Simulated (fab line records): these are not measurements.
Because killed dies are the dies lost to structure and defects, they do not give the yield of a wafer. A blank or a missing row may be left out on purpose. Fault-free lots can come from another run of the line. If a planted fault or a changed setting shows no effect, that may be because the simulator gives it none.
Split-lot study | flow berkeley cmos170 | 23 wafers read from 5 lots, route of 331 steps

THE SPLIT ITSELF
At UCB170_NVT_IMPLANT_07, the setting dose cm2 was moved away from the recipe's 3e+12 on 11 of the 23 wafers read, by -2.8% to +5.2%. This setting was run at the recipe's value on the other wafers.

THE PATH FROM SPLIT TO READING: the file shows 1 step between them
- UCB170_NVT_STRIP_08: strips in O2

THE READING
NVT_TW, at UCB170_NVT_TW_MEAS_09. Typical for fault-free wafers on this fab line: 527, with standard deviation 4.1.

wafer  | tool, chamber at the split | dose cm2 as run | against the recipe | NVT_TW | against lot-mates on the recipe
L076.1 | implanter-02, 0            | 3e+12           | recipe             | 529    | -
L076.2 | implanter-02, 0            | 3.092e+12       | +3.1%              | 536    | +8
L076.3 | implanter-02, 0            | 3.092e+12       | +3.1%              | 533    | +5
L076.4 | implanter-02, 0            | 3.092e+12       | +3.1%              | 535    | +7
L076.6 | implanter-02, 0            | 3e+12           | recipe             | 527    | -
L077.1 | implanter-01, 0            | 3e+12           | recipe             | 530    | -
L077.4 | implanter-01, 0            | 3e+12           | recipe             | 528    | -
L077.5 | implanter-01, 0            | 3e+12           | recipe             | 526    | -
L079.1 | implanter-01, 0            | 3e+12           | recipe             | 533    | -
L079.2 | implanter-01, 0            | 2.926e+12       | -2.5%              | 530    | -2
L079.3 | implanter-01, 0            | 2.926e+12       | -2.5%              | 526    | -6
L079.4 | implanter-01, 0            | 3e+12           | recipe             | 531    | -
L079.6 | implanter-01, 0            | 2.926e+12       | -2.5%              | 529    | -3
L080.1 | implanter-03, 0            | 3e+12           | recipe             | 534    | -
L080.2 | implanter-03, 0            | 2.915e+12       | -2.8%              | 529    | -4
L080.3 | implanter-03, 0            | 3e+12           | recipe             | 532    | -
L080.4 | implanter-03, 0            | 3e+12           | recipe             | 532    | -
L080.5 | implanter-03, 0            | 2.915e+12       | -2.8%              | 529    | -4
L082.1 | implanter-03, 0            | 3e+12           | recipe             | 522    | -
L082.2 | implanter-03, 0            | 3.157e+12       | +5.2%              | 530    | +8
L082.4 | implanter-03, 0            | 3.157e+12       | +5.2%              | 529    | +7
L082.5 | implanter-03, 0            | 3e+12           | recipe             | 522    | -
L082.6 | implanter-03, 0            | 3.157e+12       | +5.2%              | 528    | +6

FIT RESULTS
A straight line over all 23 wafers: NVT_TW changes by +0.363 for each +1% of dose cm2; r = +0.25; the points scatter about the line by 3.5.
The same after taking each lot's own level away (the mean of its wafers on the recipe; 23 wafers): +1.5 for each +1%; r = +0.94; scatter 1.5.
Per that fit: largest dose cm2 move, reading shift of 7.8.
The lots' own levels span 522.0 to 532.7, that is 2.6 times the standard deviation above.
So the lot-to-lot level blurs the effect unless lot-mates are compared.
Check: +8.06 against its lot-mates is what the line predicts for one of the wafers moved furthest among these (+5.2%) when that wafer is left out of the fit. Against them it came out at +8.

OTHER SPLITS ON THESE WAFERS
Note: prior to the reading, these wafers also went through further splits. Each is held against what the fit with the lots' levels taken away leaves over:
other split on the same wafers      | wafers away from the commonest value | r with NVT_TW (lot level and that fit taken away)
UCB170_START_OXIDATION_02 ox time s | 15                                   | +0.17
UCB170_NWELL_CVD_04 time s          | 10                                   | -0.23
UCB170_PWELL_OXIDATION_02 temp c    | 15                                   | -0.05
UCB170_PWELL_IMPLANT_15 energy kev  | 8                                    | -0.04
UCB170_ACTIVE_CVD_05 time s         | 18                                   | +0.25
UCB170_ACTIVE_SOFTBAKE_09 time s    | 5                                    | +0.50
UCB170_PFIELD_IMPLANT_07 dose cm2   | 9                                    | -0.30
UCB170_FIELD_OXIDATION_01 ox time s | 15                                   | -0.23
UCB170_NVT_COAT_01 spin rpm         | 8                                    | -0.04

FILE'S OWN FIT
NVT_TW changes by +1.49 for each +1% of dose cm2, r = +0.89.
